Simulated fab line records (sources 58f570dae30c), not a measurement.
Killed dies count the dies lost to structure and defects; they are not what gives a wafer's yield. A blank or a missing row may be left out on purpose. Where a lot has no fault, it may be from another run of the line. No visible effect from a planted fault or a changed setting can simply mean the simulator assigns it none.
A lot that was struck, set against a sound lot    flow berkeley-cmos170    20 out of 331 route steps
Sound: the wafers L330.1, L330.3, L330.5. Struck: wafers L335.1, L335.2, L335.5. The cause is named last.
Order at every step that has rows: each side's tool, ch and its chambers, its first start. Under that, the readings that differ: sound wafers    struck wafers    difference of the means    sigmas: that difference in standard deviations of wafers without a fault.
alike: words and numbers the same on both sides, and readings whose means are apart by under 2 such deviations; not compared: readings that were withheld, readings missing a value for some wafer, numbers with overlapping values and no deviation given by the record, and bounds like >300 which may hide the same value.
A row with sigmas, a row that says differs or no value, or rows on one side alone: a step with any of these is where the two part. Numbers that have no deviation but don't overlap get no sigmas and don't part them. A reading that every wafer of one side lacks parts them only if that side has two wafers or more.

first, 1 step without rows for these wafers: UCB170_CONTACT_CVD_01 (deposits PSG from SiH4/O2/PH3, target thk 700 nm, time 2820 s).
UCB170_CONTACT_THK_MEAS_02:
  struck on film-metro-02, day 10 18:27; sound on film-metro-02, day 9 19:29
  alike: CONTACT_PSG_THK
then, 3 steps without rows for these wafers: UCB170_CONTACT_HMDS_03 (prime time 60 s); UCB170_CONTACT_COAT_04 (resist thk 900 nm); UCB170_CONTACT_SOFTBAKE_05 (time 60 s).
UCB170_CONTACT_STRIP_06: strips in O2.
  sound on plasma-asher-03 ch 0,1, day 9 19:59; struck on plasma-asher-01 ch 0,1, day 10 18:58
  alike: chamber-pressure-mTorr, drypump-motor-current-A, oes-product-au, strip-time-to-endpoint-s
  not compared: rf-hours-counter-h
then, 1 step without rows for these wafers: UCB170_CONTACT_CLEAN_07 (cleans in SPM, time 600 s).
UCB170_CONTACT_RTA_08: time 10 s.
  sound on rtp-anneal-01 ch 0, day 9 20:16; struck on rtp-anneal-02 ch 0, day 10 19:14
reading             sound           struck          difference  sigmas
lamp-power-pct (%)  27.3 27.2 27.3  22.4 22.4 22.4  -4.9        -2
  alike: wafer_temp_C_max
then, 2 steps without rows for these wafers: UCB170_CONTACT_COAT_09; UCB170_CONTACT_COAT_10 (resist thk 900 nm).
UCB170_CONTACT_SOFTBAKE_11: time 62.78 s.
  sound: litho-track-04 ch 0; struck: litho-track-04 ch 0
  alike: plate-sensor-t-centre-C, plate-sensor-t-edge-C
then, 1 step without rows for these wafers: UCB170_CONTACT_EXPOSE_12 (exposes mask CONT, target cd 700 nm).
UCB170_CONTACT_PEB_13:
  sound on litho-track-03 ch 0, day 9 20:54; struck on litho-track-04 ch 0, day 10 19:52
then, 1 step without rows for these wafers: UCB170_CONTACT_DEVELOP_14 (develop time 45 s).
UCB170_CONTACT_CD_MEAS_15: the cd target is 700 nm.
  struck on cd-sem-02, day 10 20:08; sound on cd-sem-01, day 9 21:11
reading     sound              struck             difference  sigmas
cd-nm (nm)  699.6 699.6 700.4  711.9 712.2 712.0  +12.2       +9
UCB170_CONTACT_OVL_MEAS_16:
  struck on overlay-01, day 10 20:16; sound on overlay-01, day 9 21:18
  alike: CONTACT_OVL
UCB170_CONTACT_ETCH_17: etches BARC in N2/H2.
  sound on rie-diel-03 ch 0,2, day 9 21:20; struck on rie-diel-01 ch 0,1,2, day 10 20:18
reading                   sound              struck           difference  sigmas
model.CONTACT.cd-nm (nm)  700.5 701.1 701.2  712 712.2 712.6  +11         
  alike: chamber-pressure-mTorr, drypump-motor-current-A, n2-flow-sccm, oes-product-au, throttle-valve-pct
UCB170_CONTACT_ETCH_18: etches PSG in CHF3/CF4/Ar, stops on TiSi2, target depth 840 nm, time 195 s.
  sound: rie-diel-03 ch 0,2; struck: rie-diel-01 ch 0,1,2
reading                   sound            struck           difference  sigmas
model.CONTACT.cd-nm (nm)  701 700.8 700.9  712.9 713 712.7  +12.0       
  alike: CHF3_flow_sccm, chamber-pressure-mTorr, drypump-motor-current-A, oes-product-au, throttle-valve-pct
  not compared: rf-hours-counter-h
UCB170_CONTACT_STRIP_19: strips in O2.
  sound on plasma-asher-01 ch 0, day 9 21:30; struck on plasma-asher-03 ch 0,1, day 10 20:28
  alike: chamber-pressure-mTorr, drypump-motor-current-A, oes-product-au
  not compared: rf-hours-counter-h
UCB170_M3_PROBE_99:
  rows exist in the record for the sound wafers here (prober-02, day 10 17:41), none for the struck ones

## WHERE THEY PART
At UCB170_CONTACT_RTA_08 first; at UCB170_M3_PROBE_99 last (within this record only).

WHY: the cause the simulator had injected
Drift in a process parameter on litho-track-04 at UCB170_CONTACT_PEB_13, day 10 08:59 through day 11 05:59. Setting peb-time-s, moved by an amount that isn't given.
